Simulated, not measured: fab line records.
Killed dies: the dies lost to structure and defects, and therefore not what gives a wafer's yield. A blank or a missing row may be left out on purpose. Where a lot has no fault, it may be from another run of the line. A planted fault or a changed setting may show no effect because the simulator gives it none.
fab line records -- flow berkeley_cmos170
[record] lots = 6, wafers = 18, last_day = 13
route steps=331 shown PSD@178 NSD@187
lots with no fault: from the same line, run without faults
start_h: the number of hours between the record's first day and the start of the first shown wafer of the lot -- wait_h: hours since the lot's step before -- " repeats the value in the row above -- L1.1+2: a single row standing in for several wafers -- - no value present, or no start provided -- * or withheld: withheld -- < > ~ a bound
route shown NAME@n: names a module that has steps shown in the file, with the first one's number in the route -- usual: mean/standard deviation taken from wafers without a fault -- same: alike in all rows -- chamber/n: place in a boat -- sites: per-site readings -- _std_site: standard deviation of those values -- _edge_site: the outer-site mean with the inner-site mean subtracted -- radius_mm: how far each site lies from the wafer's centre -- mask NAME#n: copy n -- behind: the last tool/chamber to shape the wafer -- hold: reason for holding the lot/hours on hold/outcome of the hold -- device: whichever transistor did not switch (one of n, p or np) -- end of line: at the end of the route, the tests of the same wafers -- step lacking rows: just its recipe -- killed: dies lost to structure and defects at the first sort, not the wafer's yield -- map: dies across one wafer; x = killed, . = not, _ = none there
set.NAME: setting as actually run; set.NAME@STEP: the setting as run at that earlier step -- model.NAME: the simulator's own value behind a step, which no gauge read
lots at some steps of the route; a table a step, a row a wafer
services: a tool's chamber out of use, with start hour (start_h, from the record's first day; less than 0 if before it), hours out, and reason
[[steps]]
[step UCB170_PSD_EXPOSE_03]
[recipe] mask_id = PSELECT_MOD, na = 0.5, sigma_outer = 0.6, source_shape = conventional, target_cd_nm = 1200, dose_mj = 30
[step UCB170_PSD_PEB_04]
[recipe] peb_temp_c = 130, peb_time_s = withheld, resist = KrF
[step UCB170_PSD_DEVELOP_05]
[recipe] developer = TMAH, develop_time_s = 45, resist = KrF, dev_temp_c = 21
[step UCB170_PSD_CD_MEAS_06]
[recipe] target_cd_nm = 1200
[usual] cd_nm = 1199.8/1.3
lot.wafer,tool,chamber,start_h,wait_h,cd_nm
L462.4,cd_sem-02,-,170.05,-,1198.8
L462.5,cd_sem-02,-,170.05,-,1198.4
L462.6,cd_sem-02,-,170.05,-,1199.1
L463.1,cd_sem-01,-,170.21,-,1201.1
L463.2,cd_sem-01,-,170.21,-,1199.9
L463.3,cd_sem-01,-,170.21,-,1201.0
L469.1,cd_sem-02,-,208.94,-,1198.9
L469.2,cd_sem-02,-,208.94,-,1200.1
L469.6,cd_sem-02,-,208.94,-,1200.0
L476.1,cd_sem-02,-,240.30,-,1200.7
L476.4,cd_sem-02,-,240.30,-,1201.5
L476.5,cd_sem-02,-,240.30,-,1199.4
L481.4,cd_sem-01,-,274.81,-,1199.0
L481.5,cd_sem-01,-,274.81,-,1199.8
L481.6,cd_sem-01,-,274.81,-,1199.5
L483.1,cd_sem-02,-,289.89,-,1201.4
L483.5,cd_sem-02,-,289.89,-,1202.8
L483.6,cd_sem-02,-,289.89,-,1204.4
[step UCB170_PSD_OVL_MEAS_07]
[usual] PSD_OVL = -4/6.5
lot.wafer,tool,chamber,start_h,wait_h,PSD_OVL[nm]
L462.4,overlay-02,-,170.13,0.1,2
L462.5,overlay-02,-,170.13,0.1,2
L462.6,overlay-02,-,170.13,0.1,0
L463.1,overlay-02,-,170.33,0.1,-13
L463.2,overlay-02,-,170.33,0.1,-10
L463.3,overlay-02,-,170.33,0.1,-9
L469.1,overlay-02,-,209.06,0.1,-18
L469.2,overlay-02,-,209.06,0.1,-11
L469.6,overlay-02,-,209.06,0.1,-15
L476.1,overlay-01,-,240.42,0.1,-3
L476.4,overlay-01,-,240.42,0.1,1
L476.5,overlay-01,-,240.42,0.1,4
L481.4,overlay-01,-,274.89,0.1,4
L481.5,overlay-01,-,274.89,0.1,6
L481.6,overlay-01,-,274.89,0.1,4
L483.1,overlay-02,-,290.01,0.1,1
L483.5,overlay-02,-,290.01,0.1,8
L483.6,overlay-02,-,290.01,0.1,1
[step UCB170_PSD_IMPLANT_08]
[recipe] species = B, dose_cm2 = 3e+15, energy_kev = 20, tilt_deg = 7
[step UCB170_PSD_STRIP_09]
[recipe] chemistry = O2, power_w = 400, pressure_mtorr = 3500, platen_temp_c = withheld, o2_flow_sccm = 400, overash_fraction = 0.5
[usual] drypump_motor_current_A = 6.0/0.48, oes_product_au = 0.599/0.0046, strip_time_to_endpoint_s = 29.39/0.085
lot.wafer,tool,chamber,start_h,wait_h,drypump_motor_current_A,oes_product_au,rf_hours_counter_h,strip_time_to_endpoint_s
L462.4,plasma_asher-03,1,170.33,0.1,6.1,0.591,-,29.40
L462.5,plasma_asher-03,0,170.33,0.1,5.9,0.599,-,29.44
L462.6,plasma_asher-03,1,170.33,0.1,6.2,0.594,-,29.33
L463.1,plasma_asher-02,1,170.51,0.1,6.1,0.606,46,29.31
L463.2,plasma_asher-02,0,170.51,0.1,6.7,0.596,46,29.40
L463.3,plasma_asher-02,1,170.51,0.1,6.1,0.602,-,29.38
L469.1,plasma_asher-03,1,209.25,0.1,6.2,0.602,10,29.47
L469.2,plasma_asher-03,0,209.25,0.1,5.9,0.605,10,29.43
L469.6,plasma_asher-03,0,209.25,0.1,5.9,0.593,-,29.43
L476.1,plasma_asher-04,0,240.61,0.1,5.4,0.595,50,29.40
L476.4,plasma_asher-04,1,240.61,0.1,5.3,0.598,-,29.48
L476.5,plasma_asher-04,1,240.61,0.1,5.4,0.604,-,29.44
L481.4,plasma_asher-02,0,275.09,0.1,6.7,0.602,-,29.27
L481.5,plasma_asher-02,1,275.09,0.1,6.0,0.596,-,29.30
L481.6,plasma_asher-02,0,275.09,0.1,6.7,0.599,-,29.41
L483.1,plasma_asher-03,0,290.20,0.1,5.9,0.600,18,29.50
L483.5,plasma_asher-03,0,290.20,0.1,5.8,0.598,-,29.53
L483.6,plasma_asher-03,1,290.20,0.1,6.2,0.603,-,29.43
[step UCB170_PSD_TW_MEAS_10]
[usual] PSD_TW = 2324/15
lot.wafer,tool,chamber,start_h,wait_h,PSD_TW
L462.4,film_metro-01,-,170.42,0.1,2304
L462.5,film_metro-01,-,170.42,0.1,2306
L462.6,film_metro-01,-,170.42,0.1,2305
L463.1,film_metro-03,-,170.61,0.1,2328
L463.2,film_metro-03,-,170.61,0.1,2335
L463.3,film_metro-03,-,170.61,0.1,2333
L469.1,film_metro-02,-,209.35,0.1,2330
L469.2,film_metro-02,-,209.35,0.1,2329
L469.6,film_metro-02,-,209.35,0.1,2324
L476.1,film_metro-01,-,240.71,0.1,2304
L476.4,film_metro-01,-,240.71,0.1,2287
L476.5,film_metro-01,-,240.71,0.1,2298
L481.4,film_metro-01,-,275.19,0.1,2303
L481.5,film_metro-01,-,275.19,0.1,2297
L481.6,film_metro-01,-,275.19,0.1,2316
L483.1,film_metro-03,-,290.30,0.1,2332
L483.5,film_metro-03,-,290.30,0.1,2333
L483.6,film_metro-03,-,290.30,0.1,2324
[step UCB170_PSD_CLEAN_11]
[recipe] chemistry = SPM, temp_c = 120, time_s = 600
[step UCB170_NSD_HMDS_00]
[recipe] prime_time_s = 60, prime_temp_c = 100
[step UCB170_NSD_COAT_01]
[recipe] resist = KrF, spin_rpm = 1500, resist_thk_nm = 900
[step UCB170_NSD_SOFTBAKE_02]
[recipe] resist = KrF, temp_c = 130, time_s = 60
[step UCB170_NSD_EXPOSE_03]
[recipe] mask_id = NSELECT_MOD, na = 0.5, sigma_outer = 0.6, source_shape = conventional, target_cd_nm = 1200, dose_mj = 30
[usual] exposure_dose_mJ_cm2 = 30.06/0.11, focus_offset_nm = 0.0/0.49, stage_vel_mm_s = 500.01/0.24
lot.wafer,tool,chamber,start_h,wait_h,mask,exposure_dose_mJ_cm2,focus_offset_nm,stage_vel_mm_s
L462.4,krf_scanner-02,-,171.76,0.2,NSELECT_MOD#0,-,-,-
L462.5,krf_scanner-02,-,171.76,0.2,NSELECT_MOD#0,-,-,-
L462.6,krf_scanner-02,-,171.76,0.2,NSELECT_MOD#0,-,-,-
L463.1,krf_scanner-01,-,171.94,0.5,NSELECT_MOD#0,-,-,-
L463.2,krf_scanner-01,-,171.94,0.5,NSELECT_MOD#0,-,-,-
L463.3,krf_scanner-01,-,171.94,0.5,NSELECT_MOD#0,-,-,-
L469.1,krf_scanner-01,0,211.85,0.5,NSELECT_MOD#0,29.97,0.2,499.62
L469.2,krf_scanner-01,0,211.85,0.5,NSELECT_MOD#0,29.94,-0.7,499.61
L469.6,krf_scanner-01,0,211.85,0.5,NSELECT_MOD#0,30.00,-0.6,499.87
L476.1,krf_scanner-02,0,242.01,0.5,NSELECT_MOD#0,30.21,0.6,499.86
L476.4,krf_scanner-02,0,242.01,0.5,NSELECT_MOD#0,30.19,0.0,499.68
L476.5,krf_scanner-02,0,242.01,0.5,NSELECT_MOD#0,30.18,0.2,499.57
L481.4,krf_scanner-01,0,276.65,0.2,NSELECT_MOD#0,29.96,-0.2,500.28
L481.5,krf_scanner-01,0,276.65,0.2,NSELECT_MOD#0,29.95,0.0,500.36
L481.6,krf_scanner-01,0,276.65,0.2,NSELECT_MOD#0,29.96,0.0,500.30
L483.1,krf_scanner-01,0,291.34,0.4,NSELECT_MOD#0,30.03,-0.2,499.70
L483.5,krf_scanner-01,0,291.34,0.4,NSELECT_MOD#0,29.99,0.7,499.74
L483.6,krf_scanner-01,0,291.34,0.4,NSELECT_MOD#0,30.00,-0.3,500.19
[step UCB170_NSD_PEB_04]
[recipe] peb_temp_c = 130, peb_time_s = withheld, resist = KrF
[[services]]
tool,chamber,start_h,hours,kind
krf_scanner-01,-,147.38,11.6,pm
krf_scanner-02,-,148.66,0.3,repair
krf_scanner-01,-,158.93,1.3,pm
krf_scanner-02,-,179.03,1.0,pm
krf_scanner-01,-,191.35,1.0,pm
krf_scanner-01,-,221.00,0.4,repair
krf_scanner-02,-,229.38,-,calibration
krf_scanner-02,0,236.64,-,calibration
krf_scanner-01,-,241.12,0.9,repair
krf_scanner-02,-,244.04,0.8,pm
krf_scanner-01,0,248.09,-,calibration
plasma_asher-04,-,257.70,1.3,repair
krf_scanner-02,-,279.58,3.6,pm
[[key]]
[first_sign] step = UCB170_NSD_EXPOSE_03, reading = tool_record, direction = missing
effect none on later readings
met_at UCB170_NSD_EXPOSE_03
struck_wafers L462.4,L462.5,L462.6,L463.1,L463.2,L463.3
sort_left_out L462.4,L462.5,L462.6,L463.1,L463.2,L463.3
tester_left_out L462,L463
[fault] kind = skipped_step_whole, tool = krf_scanner-01,krf_scanner-02, chamber = -, onset_h = 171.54, steps = UCB170_NSD_EXPOSE_03, scope = struck_lots_only
// tester_left_out: of these lots the tester's yield and bins aren't shown, on N5 and GAA mostly nor the transistor test; their killed dies are dies lost to structure and defects alone, not to doping, threshold or leakage, so they don't give the yield
// sort_left_out: the simulated sort isn't trusted on such a fault, so these wafers' sort isn't shown, and their yield isn't known
